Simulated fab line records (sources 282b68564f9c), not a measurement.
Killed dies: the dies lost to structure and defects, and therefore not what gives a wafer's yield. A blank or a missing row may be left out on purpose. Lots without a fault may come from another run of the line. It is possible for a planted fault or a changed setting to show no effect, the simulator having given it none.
What tool caused it? + flow rit cmos + 7 lots, 21 wafers sampled, at 2 steps of a route of 202

## WHAT EACH GAUGE READ, for each wafer
RIT_GATE_THK_MEAS_07.
| lot  | measured    | on            | GATE_OXIDE_THK (nm) |
|------|-------------|---------------|---------------------|
| L475 | day 3 00:34 | film metro-04 | 2.97 3.00 2.98      |
| L477 | day 3 08:55 | film metro-03 | 2.99 3.00 2.96      |
| L479 | day 3 20:38 | film metro-03 | 3.01 3.05 2.99      |
| L484 | day 4 15:57 | film metro-02 | 3.39 3.40 3.39      |
| L487 | day 5 08:14 | film metro-02 | 2.99 3.11 3.03      |
| L490 | day 5 22:29 | film metro-03 | 3.09 3.08 3.07      |
| L495 | day 7 01:51 | film metro-04 | 2.96 3.00 3.02      |

## EACH LOT AND THE TOOL THAT RAN IT (in order: tool; ch and the chambers of the sampled wafers; start)
| lot  | RIT_GATE_OXIDATION_05        |
|------|------------------------------|
| L475 | furnace-04 ch 0, day 2 18:40 |
| L477 | furnace-01 ch 0, day 3 06:29 |
| L479 | furnace-03 ch 0, day 3 18:47 |
| L484 | furnace-03 ch 0, day 4 13:39 |
| L487 | furnace-01 ch 0, day 5 06:55 |
| L490 | furnace-04 ch 0, day 5 20:58 |
| L495 | furnace-04 ch 0, day 6 23:16 |
- RIT_GATE_OXIDATION_05: target thk 3 nm, ox time 270 s.

## THE ANSWER, worked out from the rows above alone
Rule: what is usual is taken from the lots themselves. The widest of any qualifying gaps counts: lots, ordered by their means at a reading, are off when they make up no more than a third of the lots, leave a main group of 4 or more, and stand apart from it by 3 or more times the standard deviation of that group's means. If all means in a main group match to the digits the tables above print for the reading, that group is not used. Also off: a lot with no number at a reading for which 4 or more lots have one. The other lots that the step has rows for count as sound.
Off: at RIT_GATE_THK_MEAS_07 (GATE_OXIDE_THK), L484. The main group: mean 3.02 nm, standard deviation 0.035.
A tool fits if, at a process step before that reading, it ran every lot that is off, and no sound lot after the first of them. The gauges at RIT_GATE_THK_MEAS_07 are tried like those tools. One fits: furnace-03 at RIT_GATE_OXIDATION_05. Its last sound lot is L479 (day 3 18:47), its first lot that is off L484 (day 4 13:39): a fault that began between those two fits.

## WHAT THE SIMULATOR PUT IN
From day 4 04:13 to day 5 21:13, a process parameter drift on furnace-03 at RIT_GATE_OXIDATION_05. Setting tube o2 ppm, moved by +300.
Struck lots among those shown: L484. The rule above found the same.
